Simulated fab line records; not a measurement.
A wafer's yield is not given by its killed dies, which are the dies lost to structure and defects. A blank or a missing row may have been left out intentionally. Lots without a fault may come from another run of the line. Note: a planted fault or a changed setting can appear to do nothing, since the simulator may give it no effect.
Problem report, 8D (eight disciplines) form, completed by code :: flow berkeley-cmos170 :: the parts of the form that need people (team, actions taken, sign-off) are left out

1. WHAT IS WRONG
Wafers free of any fault read 219.9 nm (standard deviation 2.4) for ACTIVE_NITRIDE_THK at UCB170_ACTIVE_THK_MEAS_06, against a mean of 197.1 nm on 6 wafers of 2 lots. That is -9.5 standard deviations from the usual mean.
The first sign was on wafer L165.1 at day 4 21:41, on film-metro-03. The record holds 42 wafers of 14 lots with a number at this step. By rule, "out" or "out of limits" means more than 4 standard deviations away from the usual mean. Any other wafer with a number is counted as sound.

2. WHAT THIS IS AND IS NOT
question: which readings at this step
is: ACTIVE_NITRIDE_THK
is not: -

question: which lots
is: L164, L165
is not: L161, L163, L169, L173, L176, L177, L178, L179, L180, L181, L182, L184

question: which wafers of those lots
is: all that have a number
is not: -

question: read on which gauges
is: film-metro-03, film-metro-04
is not: film-metro-02

question: when
is: from day 4 21:41
is not: up to then (6 sound wafers); but 30 sound wafers of L169, L173, L176, L177, L178, L179, L180, L181, L182, L184 came after

3. SUSPECTS, AND WHAT RULES EACH OUT
Counting: a tool stays on the suspect list if, at a process step up to the reading, it processed all lots that are out and no sound lot following the first of them.
- ruled out: the gauge at UCB170_ACTIVE_THK_MEAS_06. The wafers that are out were read on 2 gauges (film-metro-03, film-metro-04).
- lpcvd-01 at UCB170_ACTIVE_CVD_05 (deposits Si3N4 from SiH2Cl2/NH3, target thk 220 nm, time 3300 s): ruled out as a lasting fault. The sound lots L180, L181, L182 went through it after L164, its earliest lot that is out (day 4 19:47).
Left after counting: nothing in the record.

4. THE CAUSE (what the simulator had put in)
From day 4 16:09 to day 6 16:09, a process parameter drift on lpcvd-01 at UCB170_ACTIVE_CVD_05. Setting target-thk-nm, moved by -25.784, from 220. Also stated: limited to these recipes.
It was ruled out by counting, in error; the rule expects a fault to strike all lots run on its tool from its start on, and this fault did not.

5. SEQUENCE OF EFFECTS, ordered by route
Each row: a reading whose mean over the struck wafers that have a number lies more than 3 standard deviations from the usual. Readings are gone through only where the record gives a usual standard deviation; hours: the median, over the lots, of the time from a lot's start at the first step in this table giving one to that lot's start at this step; sigmas: the change measured in usual standard deviations.
hours: 0
step: UCB170_ACTIVE_THK_MEAS_06
reading: ACTIVE_NITRIDE_THK
usual: 219.9 nm
on struck wafers: 197.1
change: -22.8
sigmas: -9.5

hours: 6
step: UCB170_ACTIVE_ETCH_15
reading: oes-product-au
usual: 0.939 a.u.
on struck wafers: 0.881
change: -0.058
sigmas: -3.2
It contains these process steps:
- UCB170_ACTIVE_ETCH_15: etches Si3N4 in CH3F/Ar/O2, stops on SiO2, target depth 242 nm, time 151 s.
At these later measuring or inspecting steps, every struck wafer for which the step has a row has a number for every such reading, and none has moved that far: UCB170_ACTIVE_OVL_MEAS_14, UCB170_NVT_TW_MEAS_09.

6. WHAT WOULD HAVE CAUGHT IT SOONER
The first out-of-limits reading at a measuring or inspecting step in this record came at day 4 21:41, 6 hours after the fault's start at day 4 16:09.
Of the tool readings at UCB170_ACTIVE_CVD_05 for which the record gives a usual standard deviation, none was out on any struck wafer, so an alarm limit of 4 standard deviations on them would not have fired.
